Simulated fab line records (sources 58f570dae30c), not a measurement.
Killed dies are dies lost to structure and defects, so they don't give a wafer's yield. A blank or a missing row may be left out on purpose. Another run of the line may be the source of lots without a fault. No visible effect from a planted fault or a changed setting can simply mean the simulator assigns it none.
Which tool did it?	flow berkeleyCmos170	14 lots, 42 wafers sampled, at 5 steps of a route of 331

WHAT THE GAUGES READ, wafer by wafer
UCB170_NLDD_OVL_MEAS_07.
lot	measured	on	NLDD_OVL (nm)
L443	day 6 01:51	overlay-02	-11 2 4
L446	day 6 20:48	overlay-02	-2 3 -3
L448	day 7 03:12	overlay-02	4 -3 1
L447	day 7 03:19	overlay-02	0 15 10
L445	day 7 03:26	overlay-01	5 4 4
L452	day 8 04:19	overlay-01	13 -1 13
L451	day 8 04:43	overlay-02	4 1 2
L454	day 8 07:34	overlay-01	2 3 1
L458	day 9 02:31	overlay-02	3 1 5
L459	day 9 06:28	overlay-01	-5 -4 -14
L455	day 9 07:13	overlay-02	-1 -4 0
L464	day 10 20:25	overlay-01	-5 8 -1
L463	day 10 20:37	overlay-02	3 5 0
L465	day 10 21:18	overlay-02	-2 -1 -7

UCB170_PSD_OVL_MEAS_07.
lot	measured	on	PSD_OVL (nm)
L443	day 6 08:05	overlay-01	2 -1 -2
L446	day 7 02:32	overlay-01	-8 -3 -2
L448	day 7 08:58	overlay-01	3 4 4
L447	day 7 08:41	overlay-02	2 1 -3
L445	day 7 08:25	overlay-02	9 12 11
L452	day 8 11:19	overlay-01	-7 0 -3
L451	day 8 11:20	overlay-02	13 12 14
L454	day 8 12:02	overlay-02	-1 -4 -5
L458	day 9 08:34	overlay-01	-3 1 0
L459	day 9 13:49	overlay-02	-3 -2 5
L455	day 9 13:57	overlay-01	-1 3 -4
L464	day 11 03:54	overlay-02	0 -3 1
L463	day 11 04:09	overlay-01	0 7 -2
L465	day 11 04:15	overlay-02	10 -3 4

UCB170_M1_CD_MEAS_09: the cd target is 700 nm.
lot	measured	on	cdNm (nm)
L443	day 6 18:45	cdSem-02	698.6 699.0 698.9
L446	day 7 15:34	cdSem-01	699.8 700.0 701.4
L448	day 7 20:07	cdSem-01	698.0 698.0 699.3
L447	day 7 19:50	cdSem-02	698.9 700.5 701.1
L445	day 7 18:01	cdSem-02	700.5 699.5 700.0
L452	day 9 00:06	cdSem-02	698.9 700.4 700.4
L451	day 9 00:20	cdSem-02	702.6 701.4 701.3
L454	day 9 01:04	cdSem-02	700.1 700.3 699.3
L458	day 9 23:13	cdSem-02	701.0 699.9 698.6
L459	day 10 00:16	cdSem-02	699.5 699.7 699.4
L455	day 10 01:10	cdSem-02	699.7 700.9 699.1
L464	day 11 16:20	cdSem-02	691.7 692.1 690.9
L463	day 11 18:44	cdSem-02	691.4 691.6 691.7
L465	day 11 17:43	cdSem-02	701.7 700.4 701.4

TOOL THAT RAN EACH LOT (tool first, then ch and the chambers of the sampled wafers, then the start)
lot	UCB170_CONTACT_STRIP_06	UCB170_M1_PEB_07
L443	plasmaAsher-04 ch 0,1, day 6 15:19	lithoTrack-03 ch 0, day 6 18:28
L446	plasmaAsher-03 ch 0,1, day 7 12:26	lithoTrack-02 ch 0, day 7 15:17
L448	plasmaAsher-03 ch 0,1, day 7 16:38	lithoTrack-02 ch 0, day 7 19:51
L447	plasmaAsher-02 ch 0,1, day 7 16:36	lithoTrack-04 ch 0, day 7 19:34
L445	plasmaAsher-02 ch 0,1, day 7 14:49	lithoTrack-03 ch 0, day 7 17:45
L452	plasmaAsher-03 ch 0,1, day 8 18:01	lithoTrack-04 ch 0, day 8 23:50
L451	plasmaAsher-02 ch 0,1, day 8 19:18	lithoTrack-04 ch 0, day 9 00:04
L454	plasmaAsher-04 ch 0,1, day 8 19:18	lithoTrack-04 ch 0, day 9 00:47
L458	plasmaAsher-02 ch 0,1, day 9 19:22	lithoTrack-03 ch 0, day 9 22:43
L459	plasmaAsher-03 ch 0,1, day 9 20:38	lithoTrack-04 ch 0, day 9 23:59
L455	plasmaAsher-03 ch 0,1, day 9 21:11	lithoTrack-02 ch 0, day 10 00:52
L464	plasmaAsher-04 ch 0,1, day 11 12:57	lithoTrack-03 ch 0, day 11 16:05
L463	plasmaAsher-04 ch 0,1, day 11 15:02	lithoTrack-03 ch 0, day 11 18:28
L465	plasmaAsher-02 ch 0,1, day 11 14:01	lithoTrack-04 ch 0, day 11 17:26
- UCB170_CONTACT_STRIP_06: strips in O2.
- UCB170_M1_PEB_07

WHAT THE TOOLS THEMSELVES READ (means of the sampled wafers that have a number; where no wafer has one, the mark that the record gives instead)
UCB170_CONTACT_STRIP_06.
lot	tool	drypumpMotorCurrentA (A)	oesProductAu (a.u.)	stripTimeToEndpointS (s)
L443	plasmaAsher-04	5.3	0.734	21.98
L446	plasmaAsher-03	5.7	0.734	22.05
L448	plasmaAsher-03	5.6	0.738	21.97
L447	plasmaAsher-02	6.6	0.736	21.89
L445	plasmaAsher-02	6.5	0.736	22.02
L452	plasmaAsher-03	5.7	0.733	22.00
L451	plasmaAsher-02	6.5	0.736	21.93
L454	plasmaAsher-04	5.4	0.735	21.89
L458	plasmaAsher-02	6.6	0.736	21.99
L459	plasmaAsher-03	5.5	0.737	21.89
L455	plasmaAsher-03	5.5	0.733	21.88
L464	plasmaAsher-04	5.2	0.739	21.95
L463	plasmaAsher-04	5.2	0.734	21.94
L465	plasmaAsher-02	6.6	0.737	21.86

THE ANSWER, worked out from the rows above alone
Rule: the lots themselves supply what counts as usual. Put in order of their means at a reading, lots are off if they are a third of the lots or fewer, leave a main group of 4 or more, and stand apart from it by a gap of 3 or more times the standard deviation of the main group's means; of several such gaps the widest counts. A main group whose means are all the same, to the digits that the tables above print for the reading, isn't used. A lot without any number at a reading at which 4 lots or more have one is off too. All remaining lots with rows at the step are treated as sound. First the gauges in route order, then the tools' own readings, where a lot's mean is used as printed above. The first step at which some lot is off is used, and at that step the reading that is off furthest; a lot without a number counts as furthest.
Off: L464, L463, at UCB170_M1_CD_MEAS_09 (cdNm). The main group has a mean of 700.0 nm with a standard deviation of 0.85.
If a tool, at a process step before that reading, ran all the lots that are off and no sound lot after the first of them, it fits. The gauges at UCB170_M1_CD_MEAS_09 are tried like those tools. This does not decide it: 2 tools fit, namely plasmaAsher-04 at UCB170_CONTACT_STRIP_06 and lithoTrack-03 at UCB170_M1_PEB_07.

WHAT WAS PUT IN BY THE SIMULATOR
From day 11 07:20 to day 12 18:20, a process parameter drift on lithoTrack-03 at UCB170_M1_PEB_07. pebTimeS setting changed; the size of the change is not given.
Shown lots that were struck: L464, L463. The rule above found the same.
